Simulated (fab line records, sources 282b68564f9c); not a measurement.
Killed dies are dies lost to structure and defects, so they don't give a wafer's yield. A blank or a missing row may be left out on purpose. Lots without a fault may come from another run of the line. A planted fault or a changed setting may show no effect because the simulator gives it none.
Which tool did it? | flow rit_cmos | 7 lots, 21 wafers sampled, at 2 steps of a route of 202

WHAT THE GAUGES READ, wafer by wafer
RIT_ACTIVE_THK_MEAS_02.
lot  | measured    | on            | ACTIVE_OXIDE_THK (nm)
L714 | day 1 18:25 | film_metro-04 | 47.1 47.4 47.4
L719 | day 2 18:05 | film_metro-02 | 48.6 48.1 48.1
L721 | day 3 04:03 | film_metro-02 | 48.2 48.2 47.6
L723 | day 3 14:03 | film_metro-03 | 46.3 46.0 46.1
L725 | day 4 00:04 | film_metro-04 | 41.3 41.0 41.5 41.3 41.0 41.5
L729 | day 4 20:04 | film_metro-02 | 40.8 40.8 41.1 40.7 40.7 41.1
L734 | day 5 21:03 | film_metro-03 | 48.5 48.0 46.8

WHICH TOOL RAN EACH LOT (tool, then ch and the chambers of the sampled wafers, then the start)
lot  | RIT_ACTIVE_OXIDATION_01
L714 | furnace-01 ch 0, day 1 16:29
L719 | furnace-04 ch 0, day 2 16:09
L721 | furnace-04 ch 0, day 3 02:07
L723 | furnace-04 ch 0, day 3 12:07
L725 | furnace-04 ch 0, day 3 22:07
L729 | furnace-04 ch 0, day 4 18:07
L734 | furnace-01 ch 0, day 5 19:07
- RIT_ACTIVE_OXIDATION_01: target thk 46.8 nm, ox time 3360 s.

THE ANSWER, worked out from the rows above alone
Rule: what is usual is taken from the lots themselves. Put in order of their means at a reading, lots are off if they are a third of the lots or fewer, leave a main group of 4 or more, and stand apart from it by a gap of 3 or more times the standard deviation of the main group's means; of several such gaps the widest counts. A main group whose means are all the same, to the digits that the tables above print for the reading, isn't used. A lot without any number at a reading at which 4 lots or more have one is off too. The other lots that the step has rows for count as sound.
Off: L725, L729, at RIT_ACTIVE_THK_MEAS_02 (ACTIVE_OXIDE_THK). The main group: mean 47.5 nm, standard deviation 0.75.
A tool fits if, at a process step before that reading, it ran every lot that is off, and no sound lot after the first of them. The gauges at RIT_ACTIVE_THK_MEAS_02 are tried like those tools. One fits: furnace-04 at RIT_ACTIVE_OXIDATION_01. Its last sound lot is L723 (day 3 12:07), its first lot that is off L725 (day 3 22:07): a fault that began between those two fits.

WHAT THE SIMULATOR HAD PUT IN
Process parameter drift: furnace-04, from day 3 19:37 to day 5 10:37, at RIT_ACTIVE_OXIDATION_01. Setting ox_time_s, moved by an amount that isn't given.
Lots struck among those shown: L725, L729. The rule above found the same.
